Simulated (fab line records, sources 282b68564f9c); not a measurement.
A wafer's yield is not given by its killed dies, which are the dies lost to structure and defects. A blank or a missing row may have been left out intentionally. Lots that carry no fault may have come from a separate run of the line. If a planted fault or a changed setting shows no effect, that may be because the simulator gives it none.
fab line records || flow ritCmos
record {"lots": 13, "wafers": 39, "lastDay": 7}
route steps=202 shown NLDD@112 PLDD@124 M1@202
lots that met no fault: taken from a fault-free run of the same line
startH: the number of hours between the record's first day and the start of the first shown wafer of the lot || waitH: time in hours since the lot's previous step || " unchanged from the row above || L1.1+2: a single row standing in for several wafers || - no value present, or no start provided || * or withheld: withheld || < > ~ a bound
route shown NAME@n: NAME is a module with steps in the file, n the number in the route of the first one || usual: the fault-free wafers' mean and standard deviation || same: alike in all rows || chamber/n: place in a boat || sites: readings site by site || _std_site: the values' standard deviation || _edge_site: the outer-site mean with the inner-site mean subtracted || radiusMm: how far each site lies from the wafer's centre || mask NAME#n: copy n || behind: the most recent tool/chamber to have shaped the wafer || hold: reason for holding the lot/hours on hold/outcome of the hold || device: the transistor (n, p or np) that didn't switch || end of line: the route-end tests of the same wafers || a step without rows: its recipe alone || killed: count of dies lost to structure and defects at first sort (not the wafer's yield) || map: a wafer's dies, x killed, . not, _ none there
set.NAME: the setting the step ran with; set.NAME@STEP: the setting that earlier step ran with || model.NAME: the simulator's own value behind a step, which no gauge read
the route's steps for a sample of lots (tables are steps, rows are wafers)
services: the hour from which a tool's chamber was out of use, counted from the record's first day as startH (under 0 if before that day), plus the number of hours and why
## steps
# step RIT_NLDD_STRIP_09
# recipe {"chemistry": "O2", "timeS": 180, "resist": "NOVOLAK", "platenTempC": "withheld", "powerW": 500, "pressureMtorr": 4000, "o2FlowSccm": 4000}
# usual {"drypumpMotorCurrentA": "5.6/0.44", "runLengthS": "208.2/0.34"}
{"lot.wafer": "L342.3", "tool": "plasmaAsher-03", "chamber": 1, "startH": 41.82, "waitH": 0.1, "drypumpMotorCurrentA": 6.0, "rfHoursCounterH": "-", "runLengthS": 208.2}
{"lot.wafer": "L342.4", "tool": "plasmaAsher-03", "chamber": 0, "startH": 41.82, "waitH": 0.1, "drypumpMotorCurrentA": 5.5, "rfHoursCounterH": "-", "runLengthS": 208.4}
{"lot.wafer": "L342.5", "tool": "plasmaAsher-03", "chamber": 1, "startH": 41.82, "waitH": 0.1, "drypumpMotorCurrentA": 6.0, "rfHoursCounterH": "-", "runLengthS": 208.4}
{"lot.wafer": "L344.1", "tool": "plasmaAsher-01", "chamber": 1, "startH": 51.41, "waitH": 0.1, "drypumpMotorCurrentA": 5.2, "rfHoursCounterH": 42, "runLengthS": 208.0}
{"lot.wafer": "L344.2", "tool": "plasmaAsher-01", "chamber": 0, "startH": 51.41, "waitH": 0.1, "drypumpMotorCurrentA": 6.3, "rfHoursCounterH": 42, "runLengthS": 208.3}
{"lot.wafer": "L344.6", "tool": "plasmaAsher-01", "chamber": 1, "startH": 51.41, "waitH": 0.1, "drypumpMotorCurrentA": 5.2, "rfHoursCounterH": "-", "runLengthS": 208.2}
{"lot.wafer": "L346.2", "tool": "plasmaAsher-02", "chamber": 0, "startH": 62.97, "waitH": 0.1, "drypumpMotorCurrentA": 5.4, "rfHoursCounterH": 27, "runLengthS": 207.7}
{"lot.wafer": "L346.4", "tool": "plasmaAsher-02", "chamber": 1, "startH": 62.97, "waitH": 0.1, "drypumpMotorCurrentA": 4.8, "rfHoursCounterH": "-", "runLengthS": 208.2}
{"lot.wafer": "L346.5", "tool": "plasmaAsher-02", "chamber": 0, "startH": 62.97, "waitH": 0.1, "drypumpMotorCurrentA": 5.4, "rfHoursCounterH": "-", "runLengthS": 207.7}
{"lot.wafer": "L347.1", "tool": "plasmaAsher-02", "chamber": 1, "startH": 66.83, "waitH": 0.1, "drypumpMotorCurrentA": 4.8, "rfHoursCounterH": 27, "runLengthS": 208.0}
{"lot.wafer": "L347.2", "tool": "plasmaAsher-02", "chamber": 0, "startH": 66.83, "waitH": 0.1, "drypumpMotorCurrentA": 5.4, "rfHoursCounterH": 27, "runLengthS": 208.0}
{"lot.wafer": "L347.6", "tool": "plasmaAsher-02", "chamber": 1, "startH": 66.83, "waitH": 0.1, "drypumpMotorCurrentA": 4.8, "rfHoursCounterH": "-", "runLengthS": 208.1}
{"lot.wafer": "L348.3", "tool": "plasmaAsher-03", "chamber": 0, "startH": 70.98, "waitH": 0.1, "drypumpMotorCurrentA": 5.5, "rfHoursCounterH": "-", "runLengthS": 208.2}
{"lot.wafer": "L348.4", "tool": "plasmaAsher-03", "chamber": 1, "startH": 70.98, "waitH": 0.1, "drypumpMotorCurrentA": 5.9, "rfHoursCounterH": "-", "runLengthS": 208.4}
{"lot.wafer": "L348.6", "tool": "plasmaAsher-03", "chamber": 0, "startH": 70.98, "waitH": 0.1, "drypumpMotorCurrentA": 5.5, "rfHoursCounterH": "-", "runLengthS": 208.5}
{"lot.wafer": "L349.1", "tool": "plasmaAsher-03", "chamber": 1, "startH": 76.19, "waitH": 0.1, "drypumpMotorCurrentA": 6.0, "rfHoursCounterH": 44, "runLengthS": 208.4}
{"lot.wafer": "L349.5", "tool": "plasmaAsher-03", "chamber": 1, "startH": 76.19, "waitH": 0.1, "drypumpMotorCurrentA": 5.9, "rfHoursCounterH": "-", "runLengthS": 208.3}
{"lot.wafer": "L349.6", "tool": "plasmaAsher-03", "chamber": 0, "startH": 76.19, "waitH": 0.1, "drypumpMotorCurrentA": 5.5, "rfHoursCounterH": "-", "runLengthS": 208.4}
{"lot.wafer": "L350.2", "tool": "plasmaAsher-03", "chamber": 0, "startH": 82.39, "waitH": 0.1, "drypumpMotorCurrentA": 5.5, "rfHoursCounterH": 44, "runLengthS": 208.4}
{"lot.wafer": "L350.3", "tool": "plasmaAsher-03", "chamber": 0, "startH": 82.39, "waitH": 0.1, "drypumpMotorCurrentA": 5.5, "rfHoursCounterH": "-", "runLengthS": 208.4}
{"lot.wafer": "L350.4", "tool": "plasmaAsher-03", "chamber": 1, "startH": 82.39, "waitH": 0.1, "drypumpMotorCurrentA": 6.0, "rfHoursCounterH": "-", "runLengthS": 208.4}
{"lot.wafer": "L351.4", "tool": "plasmaAsher-02", "chamber": 1, "startH": 88.17, "waitH": 0.1, "drypumpMotorCurrentA": 4.8, "rfHoursCounterH": "-", "runLengthS": 208.0}
{"lot.wafer": "L351.5", "tool": "plasmaAsher-02", "chamber": 0, "startH": 88.17, "waitH": 0.1, "drypumpMotorCurrentA": 5.4, "rfHoursCounterH": "-", "runLengthS": 207.6}
{"lot.wafer": "L351.6", "tool": "plasmaAsher-02", "chamber": 1, "startH": 88.17, "waitH": 0.1, "drypumpMotorCurrentA": 4.8, "rfHoursCounterH": "-", "runLengthS": 208.7}
{"lot.wafer": "L352.2", "tool": "plasmaAsher-03", "chamber": 1, "startH": 91.05, "waitH": 0.1, "drypumpMotorCurrentA": 6.0, "rfHoursCounterH": 45, "runLengthS": 208.6}
{"lot.wafer": "L352.3", "tool": "plasmaAsher-03", "chamber": 0, "startH": 91.05, "waitH": 0.1, "drypumpMotorCurrentA": 5.5, "rfHoursCounterH": "-", "runLengthS": 208.5}
{"lot.wafer": "L352.5", "tool": "plasmaAsher-03", "chamber": 1, "startH": 91.05, "waitH": 0.1, "drypumpMotorCurrentA": 6.0, "rfHoursCounterH": "-", "runLengthS": 208.6}
{"lot.wafer": "L353.3", "tool": "plasmaAsher-01", "chamber": 0, "startH": 96.72, "waitH": 0.1, "drypumpMotorCurrentA": 6.2, "rfHoursCounterH": "-", "runLengthS": 207.9}
{"lot.wafer": "L353.5", "tool": "plasmaAsher-01", "chamber": 1, "startH": 96.72, "waitH": 0.1, "drypumpMotorCurrentA": 5.2, "rfHoursCounterH": "-", "runLengthS": 208.0}
{"lot.wafer": "L353.6", "tool": "plasmaAsher-01", "chamber": 0, "startH": 96.72, "waitH": 0.1, "drypumpMotorCurrentA": 6.3, "rfHoursCounterH": "-", "runLengthS": 207.5}
{"lot.wafer": "L354.3", "tool": "plasmaAsher-02", "chamber": 1, "startH": 103.41, "waitH": 0.1, "drypumpMotorCurrentA": 4.8, "rfHoursCounterH": "-", "runLengthS": 208.1}
{"lot.wafer": "L354.4", "tool": "plasmaAsher-02", "chamber": 0, "startH": 103.41, "waitH": 0.1, "drypumpMotorCurrentA": 5.4, "rfHoursCounterH": "-", "runLengthS": 207.7}
{"lot.wafer": "L354.5", "tool": "plasmaAsher-02", "chamber": 1, "startH": 103.41, "waitH": 0.1, "drypumpMotorCurrentA": 4.8, "rfHoursCounterH": "-", "runLengthS": 208.1}
{"lot.wafer": "L359.4", "tool": "plasmaAsher-03", "chamber": 1, "startH": 127.48, "waitH": 0.1, "drypumpMotorCurrentA": 6.0, "rfHoursCounterH": "-", "runLengthS": 72.6}
{"lot.wafer": "L359.5", "tool": "plasmaAsher-03", "chamber": 0, "startH": 127.48, "waitH": 0.1, "drypumpMotorCurrentA": 5.5, "rfHoursCounterH": "-", "runLengthS": 72.7}
{"lot.wafer": "L359.6", "tool": "plasmaAsher-03", "chamber": 1, "startH": 127.48, "waitH": 0.1, "drypumpMotorCurrentA": 6.0, "rfHoursCounterH": "-", "runLengthS": 72.8}
{"lot.wafer": "L364.4", "tool": "plasmaAsher-01", "chamber": 1, "startH": 152.04, "waitH": 0.1, "drypumpMotorCurrentA": 5.2, "rfHoursCounterH": "-", "runLengthS": 208.3}
{"lot.wafer": "L364.5", "tool": "plasmaAsher-01", "chamber": 0, "startH": 152.04, "waitH": 0.1, "drypumpMotorCurrentA": 6.3, "rfHoursCounterH": "-", "runLengthS": 207.6}
{"lot.wafer": "L364.6", "tool": "plasmaAsher-01", "chamber": 1, "startH": 152.04, "waitH": 0.1, "drypumpMotorCurrentA": 5.2, "rfHoursCounterH": "-", "runLengthS": 208.4}
# step RIT_PLDD_TW_MEAS_10
# usual {"PLDD_TW": "2347/12"}
{"lot.wafer": "L342.3", "tool": "filmMetro-04", "chamber": "-", "startH": 43.46, "waitH": 0.1, "hold": "-", "PLDD_TW": 2335}
{"lot.wafer": "L342.4", "tool": "filmMetro-04", "chamber": "-", "startH": 43.46, "waitH": 0.1, "hold": "-", "PLDD_TW": 2327}
{"lot.wafer": "L342.5", "tool": "filmMetro-04", "chamber": "-", "startH": 43.46, "waitH": 0.1, "hold": "-", "PLDD_TW": 2319}
{"lot.wafer": "L344.1", "tool": "filmMetro-02", "chamber": "-", "startH": 53.13, "waitH": 0.1, "hold": "-", "PLDD_TW": 2328}
{"lot.wafer": "L344.2", "tool": "filmMetro-02", "chamber": "-", "startH": 53.13, "waitH": 0.1, "hold": "-", "PLDD_TW": 2320}
{"lot.wafer": "L344.6", "tool": "filmMetro-02", "chamber": "-", "startH": 53.13, "waitH": 0.1, "hold": "-", "PLDD_TW": 2335}
{"lot.wafer": "L346.2", "tool": "filmMetro-04", "chamber": "-", "startH": 64.78, "waitH": 0.1, "hold": "-", "PLDD_TW": 2355}
{"lot.wafer": "L346.4", "tool": "filmMetro-04", "chamber": "-", "startH": 64.78, "waitH": 0.1, "hold": "-", "PLDD_TW": 2356}
{"lot.wafer": "L346.5", "tool": "filmMetro-04", "chamber": "-", "startH": 64.78, "waitH": 0.1, "hold": "-", "PLDD_TW": 2350}
{"lot.wafer": "L347.1", "tool": "filmMetro-01", "chamber": "-", "startH": 68.43, "waitH": 0.1, "hold": "-", "PLDD_TW": 2348}
{"lot.wafer": "L347.2", "tool": "filmMetro-01", "chamber": "-", "startH": 68.43, "waitH": 0.1, "hold": "-", "PLDD_TW": 2347}
{"lot.wafer": "L347.6", "tool": "filmMetro-01", "chamber": "-", "startH": 68.43, "waitH": 0.1, "hold": "-", "PLDD_TW": 2353}
{"lot.wafer": "L348.3", "tool": "filmMetro-04", "chamber": "-", "startH": 72.54, "waitH": 0.1, "hold": "-", "PLDD_TW": 2329}
{"lot.wafer": "L348.4", "tool": "filmMetro-04", "chamber": "-", "startH": 72.54, "waitH": 0.1, "hold": "-", "PLDD_TW": 2330}
{"lot.wafer": "L348.6", "tool": "filmMetro-04", "chamber": "-", "startH": 72.54, "waitH": 0.1, "hold": "-", "PLDD_TW": 2324}
{"lot.wafer": "L349.1", "tool": "filmMetro-02", "chamber": "-", "startH": 77.99, "waitH": 0.1, "hold": "-", "PLDD_TW": 2344}
{"lot.wafer": "L349.5", "tool": "filmMetro-02", "chamber": "-", "startH": 77.99, "waitH": 0.1, "hold": "-", "PLDD_TW": 2347}
{"lot.wafer": "L349.6", "tool": "filmMetro-02", "chamber": "-", "startH": 77.99, "waitH": 0.1, "hold": "-", "PLDD_TW": 2348}
{"lot.wafer": "L350.2", "tool": "filmMetro-02", "chamber": "-", "startH": 83.99, "waitH": 0.1, "hold": "-", "PLDD_TW": 2342}
{"lot.wafer": "L350.3", "tool": "filmMetro-02", "chamber": "-", "startH": 83.99, "waitH": 0.1, "hold": "-", "PLDD_TW": 2349}
{"lot.wafer": "L350.4", "tool": "filmMetro-02", "chamber": "-", "startH": 83.99, "waitH": 0.1, "hold": "-", "PLDD_TW": 2356}
{"lot.wafer": "L351.4", "tool": "filmMetro-01", "chamber": "-", "startH": 89.86, "waitH": 0.1, "hold": "-", "PLDD_TW": 2369}
{"lot.wafer": "L351.5", "tool": "filmMetro-01", "chamber": "-", "startH": 89.86, "waitH": 0.1, "hold": "-", "PLDD_TW": 2361}
{"lot.wafer": "L351.6", "tool": "filmMetro-01", "chamber": "-", "startH": 89.86, "waitH": 0.1, "hold": "-", "PLDD_TW": 2373}
{"lot.wafer": "L352.2", "tool": "filmMetro-01", "chamber": "-", "startH": 92.66, "waitH": 0.1, "hold": "-", "PLDD_TW": 2377}
{"lot.wafer": "L352.3", "tool": "filmMetro-01", "chamber": "-", "startH": 92.66, "waitH": 0.1, "hold": "-", "PLDD_TW": 2366}
{"lot.wafer": "L352.5", "tool": "filmMetro-01", "chamber": "-", "startH": 92.66, "waitH": 0.1, "hold": "-", "PLDD_TW": 2356}
{"lot.wafer": "L353.3", "tool": "filmMetro-02", "chamber": "-", "startH": 98.41, "waitH": 0.1, "hold": "-", "PLDD_TW": 2352}
{"lot.wafer": "L353.5", "tool": "filmMetro-02", "chamber": "-", "startH": 98.41, "waitH": 0.1, "hold": "-", "PLDD_TW": 2352}
{"lot.wafer": "L353.6", "tool": "filmMetro-02", "chamber": "-", "startH": 98.41, "waitH": 0.1, "hold": "-", "PLDD_TW": 2351}
{"lot.wafer": "L354.3", "tool": "filmMetro-04", "chamber": "-", "startH": 105.10, "waitH": 0.1, "hold": "-", "PLDD_TW": 2340}
{"lot.wafer": "L354.4", "tool": "filmMetro-04", "chamber": "-", "startH": 105.10, "waitH": 0.1, "hold": "-", "PLDD_TW": 2337}
{"lot.wafer": "L354.5", "tool": "filmMetro-04", "chamber": "-", "startH": 105.10, "waitH": 0.1, "hold": "-", "PLDD_TW": 2338}
{"lot.wafer": "L359.4", "tool": "filmMetro-01", "chamber": "-", "startH": 129.43, "waitH": 0.1, "hold": "awaitDispo/0.2h/release", "PLDD_TW": 30}
{"lot.wafer": "L359.5", "tool": "filmMetro-01", "chamber": "-", "startH": 129.43, "waitH": 0.1, "hold": "awaitDispo/0.2h/release", "PLDD_TW": 30}
{"lot.wafer": "L359.6", "tool": "filmMetro-01", "chamber": "-", "startH": 129.43, "waitH": 0.1, "hold": "awaitDispo/0.2h/release", "PLDD_TW": 30}
{"lot.wafer": "L359.4", "tool": "filmMetro-01", "chamber": "-", "startH": 129.66, "waitH": 0.2, "hold": "-", "PLDD_TW": 30}
{"lot.wafer": "L359.5", "tool": "filmMetro-01", "chamber": "-", "startH": 129.66, "waitH": 0.2, "hold": "-", "PLDD_TW": 30}
{"lot.wafer": "L359.6", "tool": "filmMetro-01", "chamber": "-", "startH": 129.66, "waitH": 0.2, "hold": "-", "PLDD_TW": 30}
{"lot.wafer": "L364.4", "tool": "filmMetro-01", "chamber": "-", "startH": 153.60, "waitH": 0.1, "hold": "-", "PLDD_TW": 2362}
{"lot.wafer": "L364.5", "tool": "filmMetro-01", "chamber": "-", "startH": 153.60, "waitH": 0.1, "hold": "-", "PLDD_TW": 2359}
{"lot.wafer": "L364.6", "tool": "filmMetro-01", "chamber": "-", "startH": 153.60, "waitH": 0.1, "hold": "-", "PLDD_TW": 2342}
# step RIT_M1_PROBE_99
# usual {"defectLimitedYield": "97.5/1.1", "killed_at_M0_to_M3": "0.0/0.12", "killedAtContacts": "0.1/0.35", "killedAtFrontEnd": "6.6/2.7", "killedDies": "6.7/2.8", "killedOpen": "3.4/2.1", "killedShort": "3.3/1.8", "sort_bin_3_pad_short": "0.1/0.21", "sort_bin_5_function": "1.4/0.79", "sort_bin_6_memory": "1.0/0.58", "sortNPass": "257.3/2.8", "sortYieldPct": "97.5/1.1"}
# same {"grossDies": 264, "killed_at_M4_up": 0, "killedAtBackSide": 0, "killedAtOther": 0}
{"lot.wafer": "L344.1", "tool": "prober-02", "chamber": "-", "startH": 66.64, "waitH": 0.1, "defectLimitedYield[%]": 98.5, "killed_at_M0_to_M3": 0, "killedAtContacts": 0, "killedAtFrontEnd": 4, "killedDies": 4, "killedOpen": 1, "killedShort": 3, "sort_bin_3_pad_short[%]": 0, "sort_bin_5_function[%]": 1.1, "sort_bin_6_memory[%]": 0.4, "sortNPass": 260.0, "sortYieldPct[%]": 98.5}
{"lot.wafer": "L344.2", "tool": "prober-02", "chamber": "-", "startH": 66.69, "waitH": 0.1, "defectLimitedYield[%]": 97.0, "killed_at_M0_to_M3": 0, "killedAtContacts": 0, "killedAtFrontEnd": 8, "killedDies": 8, "killedOpen": 1, "killedShort": 7, "sort_bin_3_pad_short[%]": 0, "sort_bin_5_function[%]": 1.9, "sort_bin_6_memory[%]": 1.1, "sortNPass": 256.0, "sortYieldPct[%]": 97.0}
{"lot.wafer": "L344.6", "tool": "prober-02", "chamber": "-", "startH": 66.89, "waitH": 0.2, "defectLimitedYield[%]": 98.1, "killed_at_M0_to_M3": 0, "killedAtContacts": 0, "killedAtFrontEnd": 5, "killedDies": 5, "killedOpen": 1, "killedShort": 4, "sort_bin_3_pad_short[%]": 0, "sort_bin_5_function[%]": 1.5, "sort_bin_6_memory[%]": 0.4, "sortNPass": 259.0, "sortYieldPct[%]": 98.1}
{"lot.wafer": "L364.4", "tool": "prober-02", "chamber": "-", "startH": 170.04, "waitH": 0.2, "defectLimitedYield[%]": 99.2, "killed_at_M0_to_M3": 0, "killedAtContacts": 0, "killedAtFrontEnd": 2, "killedDies": 2, "killedOpen": 1, "killedShort": 1, "sort_bin_3_pad_short[%]": 0, "sort_bin_5_function[%]": 0, "sort_bin_6_memory[%]": 0.8, "sortNPass": 262.0, "sortYieldPct[%]": 99.2}
{"lot.wafer": "L364.5", "tool": "prober-02", "chamber": "-", "startH": 170.09, "waitH": 0.2, "defectLimitedYield[%]": 98.5, "killed_at_M0_to_M3": 0, "killedAtContacts": 0, "killedAtFrontEnd": 4, "killedDies": 4, "killedOpen": 3, "killedShort": 1, "sort_bin_3_pad_short[%]": 0, "sort_bin_5_function[%]": 0.4, "sort_bin_6_memory[%]": 1.1, "sortNPass": 260.0, "sortYieldPct[%]": 98.5}
{"lot.wafer": "L364.6", "tool": "prober-02", "chamber": "-", "startH": 170.14, "waitH": 0.2, "defectLimitedYield[%]": 95.8, "killed_at_M0_to_M3": 0, "killedAtContacts": 0, "killedAtFrontEnd": 11, "killedDies": 11, "killedOpen": 8, "killedShort": 3, "sort_bin_3_pad_short[%]": 0.4, "sort_bin_5_function[%]": 2.3, "sort_bin_6_memory[%]": 1.5, "sortNPass": 253.0, "sortYieldPct[%]": 95.8}
# killed by level:class
L344.1 FOX1:geometricParticle:short=1 GATE:geometricParticle:open=1 REOX:geometricParticle:short=1 SILICIDE:geometricParticle:short=1
L344.2 REOX:geometricParticle:short=4 FOX1:geometricParticle:short=2 GATE:geometricParticle:short=1 GATE:geometricParticle:open=1
L344.6 FOX1:geometricParticle:short=2 GATE:geometricParticle:short=1 GATE:geometricParticle:open=1 SPACER:geometricParticle:short=1
L364.4 GATE:geometricParticle:short=1 GATE:geometricParticle:open=1
L364.5 FOX1:geometricParticle:open=2 GATE:geometricParticle:short=1 REOX:geometricParticle:open=1
L364.6 GATE:geometricParticle:open=7 FOX1:geometricParticle:short=1 GATE:geometricParticle:short=1 REOX:geometricParticle:open=1 SILICIDE:geometricParticle:short=1
## services
{"tool": "plasmaAsher-02", "chamber": "-", "startH": 29.96, "hours": 0.8, "kind": "repair"}
{"tool": "plasmaAsher-01", "chamber": "-", "startH": 102.22, "hours": 7.6, "kind": "repair"}
{"tool": "plasmaAsher-03", "chamber": "-", "startH": 108.75, "hours": 9.0, "kind": "pm"}
{"tool": "plasmaAsher-03", "chamber": 0, "startH": 108.75, "hours": 9.0, "kind": "ventCycle"}
{"tool": "plasmaAsher-03", "chamber": 1, "startH": 108.75, "hours": 9.0, "kind": "ventCycle"}
{"tool": "plasmaAsher-03", "chamber": 0, "startH": 117.75, "hours": "-", "kind": "clean"}
{"tool": "plasmaAsher-03", "chamber": 1, "startH": 117.75, "hours": "-", "kind": "clean"}
{"tool": "plasmaAsher-03", "chamber": "-", "startH": 150.44, "hours": 2.8, "kind": "pm"}
## key
firstSign {"step": "RIT_NLDD_STRIP_09", "reading": "runLengthS", "direction": "down", "sigmas": "99+", "usual": "*", "struck": "*"}
effect {"step": "RIT_PLDD_TW_MEAS_10", "reading": "visit", "direction": "added"}
effect {"step": "RIT_PLDD_TW_MEAS_10", "reading": "PLDD_TW", "direction": "down", "sigmas": "99+", "usual": 2347, "struck": 30}
metAt RIT_NLDD_STRIP_09
struckLots L359
scrappedBehind RIT_PLDD_TW_MEAS_10 L359.4,L359.5,L359.6
onsetBetween 91.05 127.48
earlierFault {"kind": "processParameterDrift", "tool": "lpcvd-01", "chamber": 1, "onsetH": 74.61, "steps": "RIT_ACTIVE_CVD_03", "channel": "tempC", "offset": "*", "shape": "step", "endH": 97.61, "actsIn": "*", "stated": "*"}
fault {"kind": "stripAborted", "tool": "plasmaAsher-03", "chamber": "-", "onsetH": 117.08, "steps": "RIT_NLDD_STRIP_09", "offset": 0.6, "endH": 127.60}
